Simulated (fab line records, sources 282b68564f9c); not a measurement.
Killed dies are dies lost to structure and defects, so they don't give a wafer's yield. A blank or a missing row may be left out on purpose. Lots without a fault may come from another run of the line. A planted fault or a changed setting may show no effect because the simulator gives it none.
fab line records | flow rit_cmos
record lots=7 wafers=21 last_day=7
route steps=202 shown NSD@133 PSD@142 M1@202
lots that met no fault: from a run of the same line without faults
start_h: hours from the record's first day to the start of the lot's first wafer shown | wait_h: hours since the lot's step before | " the same as in the row above | L1.1+2: a row that stands for several wafers | - no value, or no start given | * or withheld: withheld | < > ~ a bound
route shown NAME@n: a module of which the file shows steps, and the number in the route of the first | usual: mean/standard deviation of fault-free wafers | same: alike in all rows | chamber/n: place in a boat | sites: the reading at each site | _std_site: their standard deviation | _edge_site: outer sites' mean less inner sites' | radius_mm: how far each site lies from the wafer's centre | mask NAME#n: copy n | behind: the tool/chamber that last shaped the wafer | hold: why the lot was held/for how many hours/how that ended | device: the transistor (n, p or np) that didn't switch | end of line: the same wafers' tests at the end of the route | a step without rows: its recipe alone | killed: dies lost to structure and defects at the first sort, not the wafer's yield | map: a wafer's dies, x killed, . not, _ none there
set.NAME: the setting as run; set.NAME@STEP: as run at that earlier step | model.NAME: the simulator's own value behind a step, which no gauge read
lots at some steps of the route; a table a step, a row a wafer
services: from which hour (start_h, from the record's first day; less than 0 if before it) a tool's chamber was out of use, for how many hours, and why
## steps
# step RIT_NSD_SOFTBAKE_02
# recipe resist=NOVOLAK temp_c=90 time_s=60
# step RIT_NSD_EXPOSE_03
# recipe mask_id=M9 na=0.57 target_cd_nm=40700 dose_mj=250
# step RIT_NSD_PEB_04
# recipe resist=NOVOLAK temp_c=withheld time_s=withheld
# step RIT_NSD_DEVELOP_05
# recipe resist=NOVOLAK develop_time_s=50 dev_temp_c=23
# step RIT_NSD_OVL_MEAS_06
# usual NSD_OVL=0.3/1.5
# columns lot.wafer tool chamber start_h wait_h NSD_OVL[nm]
L242.2 overlay-02 - 52.68 - -1.1
L242.4 " - " " 0.0
L242.6 " - " " -0.1
L243.2 overlay-01 - 56.29 - -0.3
L243.4 " - " " -0.8
L243.5 " - " " 0.7
L254.1 overlay-02 - 114.94 - 1.0
L254.2 " - " " 1.4
L254.6 " - " " 1.0
L255.2 overlay-02 - 123.08 - -1.3
L255.4 " - " " -1.9
L255.6 " - " " -1.1
L257.2 overlay-01 - 130.00 - 0.3
L257.4 " - " " 1.4
L257.6 " - " " -1.0
L261.2 overlay-01 - 146.05 - 2.3
L261.4 " - " " 1.1
L261.5 " - " " 0.5
L264.4 overlay-01 - 162.52 - 0.5
L264.5 " - " " 0.6
L264.6 " - " " -0.3
# step RIT_NSD_HARDBAKE_07
# recipe resist=NOVOLAK temp_c=140 time_s=60
# step RIT_NSD_IMPLANT_08
# recipe species=P energy_kev=25 dose_cm2=1e+15 tilt_deg=7
# step RIT_NSD_STRIP_09
# recipe chemistry=O2 time_s=180 resist=NOVOLAK platen_temp_c=withheld power_w=500 pressure_mtorr=4000 o2_flow_sccm=4000
# usual drypump_motor_current_A=5.4/0.47
# columns lot.wafer tool chamber start_h wait_h drypump_motor_current_A rf_hours_counter_h
L242.2 plasma_asher-03 0 53.01 0.1 5.9 26
L242.4 " 1 " " 5.7 -
L242.6 " 1 " " 5.7 -
L243.2 plasma_asher-04 1 56.62 0.1 5.2 41
L243.4 " 0 " " 4.8 -
L243.5 " 1 " " 5.2 -
L254.1 plasma_asher-03 0 115.28 0.1 6.0 31
L254.2 " 1 " " 5.7 31
L254.6 " 0 " " 6.0 -
L255.2 plasma_asher-04 0 123.41 0.1 4.8 0
L255.4 " 0 " " 4.8 -
L255.6 " 1 " " 5.2 -
L257.2 plasma_asher-04 1 130.33 0.1 5.2 1
L257.4 " 1 " " 5.2 -
L257.6 " 1 " " 5.2 -
L261.2 plasma_asher-01 0 146.38 0.1 5.1 51
L261.4 " 0 " " 5.1 -
L261.5 " 0 " " 5.1 -
L264.4 plasma_asher-01 1 162.90 0.1 6.1 -
L264.5 " 1 " " 6.1 -
L264.6 " 0 " " 5.1 -
# step RIT_NSD_TW_MEAS_10
# usual NSD_TW=3173/28
# columns lot.wafer tool chamber start_h wait_h NSD_TW
L242.2 film_metro-03 - 53.20 0.1 3206
L242.4 " - " " 3186
L242.6 " - " " 3201
L243.2 film_metro-03 - 56.81 0.1 3204
L243.4 " - " " 3216
L243.5 " - " " 3233
L254.1 film_metro-02 - 115.45 0.1 3123
L254.2 " - " " 3129
L254.6 " - " " 3116
L255.2 film_metro-04 - 123.60 0.1 3178
L255.4 " - " " 3181
L255.6 " - " " 3155
L257.2 film_metro-04 - 130.51 0.1 3175
L257.4 " - " " 3174
L257.6 " - " " 3167
L261.2 film_metro-02 - 146.57 0.1 3135
L261.4 " - " " 3146
L261.5 " - " " 3123
L264.4 film_metro-03 - 163.04 0.1 3198
L264.5 " - " " 3202
L264.6 " - " " 3196
# step RIT_PSD_HMDS_00
# recipe prime_time_s=60 prime_temp_c=140
# step RIT_PSD_COAT_01
# recipe resist=NOVOLAK spin_rpm=3250 resist_thk_nm=1000
# step RIT_PSD_SOFTBAKE_02
# recipe resist=NOVOLAK temp_c=90 time_s=60
# step RIT_PSD_EXPOSE_03
# recipe mask_id=M10 na=0.57 target_cd_nm=40900 dose_mj=250
# usual focus_offset_nm=0.0/0.47
# same na=0.57
# columns lot.wafer tool chamber start_h wait_h mask focus_offset_nm model.PSD.overlay_x_nm
L242.2 iline_stepper-02 0 53.84 0.2 M10#0 -0.8 0.1063
L242.4 " 0 " " M10#0 0.1 0.1063
L242.6 " 0 " " M10#0 -0.6 0.1063
L243.2 iline_stepper-02 0 57.40 0.1 M10#0 -0.1 -0.8806
L243.4 " 0 " " M10#0 0.2 -0.8806
L243.5 " 0 " " M10#0 -0.3 -0.8806
L254.1 iline_stepper-02 0 116.09 0.2 M10#0 -0.2 -149.5
L254.2 " 0 " " M10#0 -0.6 -149.5
L254.6 " 0 " " M10#0 -0.5 -149.5
L255.2 iline_stepper-02 0 124.24 0.2 M10#0 0.1 -149.2
L255.4 " 0 " " M10#0 -0.4 -149.2
L255.6 " 0 " " M10#0 -0.4 -149.2
L257.2 iline_stepper-02 0 131.03 0.1 M10#0 0.7 -149.8
L257.4 " 0 " " M10#0 0.8 -149.8
L257.6 " 0 " " M10#0 0.5 -149.8
L261.2 iline_stepper-01 0 147.21 0.2 M10#0 -0.2 0.8744
L261.4 " 0 " " M10#0 -0.1 0.8744
L261.5 " 0 " " M10#0 0.3 0.8744
L264.4 iline_stepper-01 0 163.71 0.2 M10#0 -0.9 -0.6137
L264.5 " 0 " " M10#0 0.2 -0.6137
L264.6 " 0 " " M10#0 0.5 -0.6137
# step RIT_PSD_PEB_04
# recipe resist=NOVOLAK temp_c=withheld time_s=withheld
# step RIT_PSD_DEVELOP_05
# recipe resist=NOVOLAK develop_time_s=50 dev_temp_c=23
# step RIT_PSD_OVL_MEAS_06
# usual PSD_OVL=-0.9/1.3
# columns lot.wafer tool chamber start_h wait_h PSD_OVL[nm]
L242.2 overlay-01 - 54.23 - -0.1
L242.4 " - " " 2.0
L242.6 " - " " -1.0
L243.2 overlay-02 - 57.78 - -0.7
L243.4 " - " " -2.0
L243.5 " - " " -0.8
L254.1 overlay-02 - 116.49 - -150.8
L254.2 " - " " -152.0
L254.6 " - " " -150.6
L255.2 overlay-01 - 124.65 - -148.1
L255.4 " - " " -147.8
L255.6 " - " " -149.2
L257.2 overlay-01 - 131.50 - -149.6
L257.4 " - " " -149.5
L257.6 " - " " -149.2
L261.2 overlay-01 - 147.60 - -0.9
L261.4 " - " " 1.2
L261.5 " - " " -0.5
L264.4 overlay-02 - 164.07 - -1.0
L264.5 " - " " -1.9
L264.6 " - " " -2.0
# step RIT_PSD_HARDBAKE_07
# recipe resist=NOVOLAK temp_c=140 time_s=60
# step RIT_M1_PROBE_99
# usual killed_at_contacts=0.1/0.24 killed_at_front_end=6.8/2.8 killed_dies=6.9/2.8 killed_on_rim=1.8/1.4 killed_open=3.3/1.9 killed_short=3.5/1.8
# same gross_dies=264 killed_at_M0_to_M3=0 killed_at_M4_up=0 killed_at_back_side=0 killed_at_other=0
# columns lot.wafer tool chamber start_h wait_h killed_at_contacts killed_at_front_end killed_dies killed_on_rim killed_open killed_short model.etest.select_edge_diode_p.leak_log10_a
L242.2 prober-02 - 63.09 0.1 0 6 6 1 3 3 -10.35
L242.4 prober-02 - 63.19 0.2 0 5 5 2 3 2 -10.62
L242.6 prober-02 - 63.29 0.2 0 4 4 2 2 2 -10.45
L243.2 prober-01 - 66.21 0.1 0 7 7 3 4 3 -10.36
L243.4 prober-01 - 66.31 0.2 0 10 10 2 3 7 -10.4
L243.5 prober-01 - 66.36 0.2 0 7 7 1 3 4 -10.3
L254.1 prober-02 - 125.05 0.1 0 10 10 2 3 7 -9.841
L254.2 prober-02 - 125.10 0.1 0 8 8 2 2 6 -9.219
L254.6 prober-02 - 125.30 0.2 0 6 6 0 4 2 -9.434
L255.2 prober-01 - 133.79 0.4 0 2 2 0 1 1 -9.203
L255.4 prober-01 - 133.89 0.5 0 3 3 1 1 2 -9.374
L255.6 prober-01 - 133.99 0.6 0 2 2 0 1 1 -9.384
L257.2 prober-02 - 140.10 0.1 0 7 7 2 5 2 -9.508
L257.4 prober-02 - 140.20 0.2 0 9 9 2 4 5 -9.793
L257.6 prober-02 - 140.30 0.2 1 6 7 4 1 6 -9.639
L261.2 prober-02 - 156.17 0.1 1 9 10 4 5 5 -10.27
L261.4 prober-02 - 156.27 0.2 0 6 6 2 2 4 -10.02
L261.5 prober-02 - 156.32 0.2 0 5 5 1 2 3 -10.33
L264.4 prober-01 - 173.48 0.2 0 6 6 3 1 5 -10.64
L264.5 prober-01 - 173.53 0.2 0 7 7 1 2 5 -10.13
L264.6 prober-01 - 173.58 0.2 0 7 7 0 4 3 -10.05
# killed by level:class
L242.2 GATE:geometric_particle:open=2 GATE:geometric_particle:short=1 REOX:geometric_particle:short=1 REOX:geometric_particle:open=1 SPACER:geometric_particle:short=1
L242.4 GATE:geometric_particle:open=3 REOX:geometric_particle:short=1 SPACER:geometric_particle:short=1
L242.6 FOX1:geometric_particle:open=1 GATE:geometric_particle:short=1 GATE:geometric_particle:open=1 REOX:geometric_particle:short=1
L243.2 REOX:geometric_particle:short=2 FOX2:geometric_particle:open=1 GATE:geometric_particle:open=1 GATE:geometric_particle:short=1 REOX:geometric_particle:open=1 SILICIDE:geometric_particle:open=1
L243.4 GATE:geometric_particle:short=3 GATE:geometric_particle:open=3 FOX2:geometric_particle:short=2 REOX:geometric_particle:short=1 SILICIDE:geometric_particle:short=1
L243.5 GATE:geometric_particle:open=2 FOX1:geometric_particle:short=1 GATE:geometric_particle:short=1 SPACER:geometric_particle:short=1 SILICIDE:geometric_particle:open=1 SILICIDE:geometric_particle:short=1
L254.1 GATE:geometric_particle:short=4 FOX1:geometric_particle:short=2 GATE:geometric_particle:open=2 FOX1:geometric_particle:open=1 REOX:geometric_particle:short=1
L254.2 GATE:geometric_particle:short=5 FOX1:geometric_particle:short=1 FOX1:geometric_particle:open=1 REOX:geometric_particle:open=1
L254.6 GATE:geometric_particle:open=3 GATE:geometric_particle:short=2 SPACER:geometric_particle:open=1
L255.2 REOX:geometric_particle:open=1 SPACER:geometric_particle:short=1
L255.4 GATE:geometric_particle:short=2 GATE:geometric_particle:open=1
L255.6 FOX2:geometric_particle:open=1 GATE:geometric_particle:short=1
L257.2 GATE:geometric_particle:open=3 GATE:geometric_particle:short=2 FOX1:geometric_particle:open=1 SPACER:geometric_particle:open=1
L257.4 GATE:geometric_particle:short=4 FOX1:geometric_particle:open=2 GATE:geometric_particle:open=2 SPACER:geometric_particle:short=1
L257.6 SPACER:geometric_particle:short=2 FOX1:geometric_particle:short=1 GATE:geometric_particle:short=1 GATE:geometric_particle:open=1 SILICIDE:geometric_particle:short=1 CONTACT:geometric_particle:short=1
L261.2 GATE:geometric_particle:short=3 SPACER:geometric_particle:open=2 SILICIDE:geometric_particle:open=2 FOX1:geometric_particle:open=1 FOX1:geometric_particle:short=1 CONTACT:geometric_particle:short=1
L261.4 GATE:geometric_particle:open=2 GATE:geometric_particle:short=2 SPACER:geometric_particle:short=2
L261.5 GATE:geometric_particle:short=3 FOX1:geometric_particle:open=1 GATE:geometric_particle:open=1
L264.4 SPACER:geometric_particle:short=2 FOX1:geometric_particle:short=1 GATE:geometric_particle:short=1 REOX:geometric_particle:short=1 SPACER:geometric_particle:open=1
L264.5 REOX:geometric_particle:short=2 FOX2:geometric_particle:short=1 GATE:geometric_particle:open=1 GATE:geometric_particle:short=1 SPACER:geometric_particle:short=1 SILICIDE:geometric_particle:open=1
L264.6 FOX2:geometric_particle:open=2 FOX1:geometric_particle:short=1 FOX2:geometric_particle:short=1 SPACER:geometric_particle:short=1 SPACER:geometric_particle:open=1 SILICIDE:geometric_particle:open=1
## services
# columns tool chamber start_h hours kind
iline_stepper-01 0 36.84 - calibration
plasma_asher-03 - 74.96 24.9 pm
plasma_asher-01 - 85.33 2.8 pm
iline_stepper-02 - 97.56 2.5 repair
plasma_asher-04 - 108.75 9.0 pm
plasma_asher-04 0 108.75 9.0 vent_cycle
plasma_asher-04 1 108.75 9.0 vent_cycle
plasma_asher-04 0 117.75 - clean
plasma_asher-04 1 117.75 - clean
iline_stepper-01 - 119.86 1.7 pm
plasma_asher-03 - 142.42 14.6 pm
## key
first_sign step=RIT_PSD_OVL_MEAS_06 reading=PSD_OVL direction=down sigmas=99+ usual=-0.9 struck=-149.6
effect none on later readings
model_effect step=RIT_PSD_EXPOSE_03 value=PSD.overlay_x_nm without=0.503 struck=-149.5
model_effect step=RIT_M1_PROBE_99 value=etest.select_edge_diode_p.leak_log10_a without=-10.35 struck=-9.488
met_at RIT_PSD_EXPOSE_03
struck_wafers L254.1,L254.2,L254.6,L255.2,L255.4,L255.6,L257.2,L257.4,L257.6
tester_left_out L254,L255,L257
onset_between 57.40 116.09
fault kind=scanner_matching_overlay tool=iline_stepper-02 chamber=- onset_h=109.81 steps=RIT_PSD_EXPOSE_03 offset=-150
# tester_left_out: of these lots the tester's yield and bins aren't shown, on N5 and GAA mostly nor the transistor test; their killed dies are dies lost to structure and defects alone, not to doping, threshold or leakage, so they don't give the yield
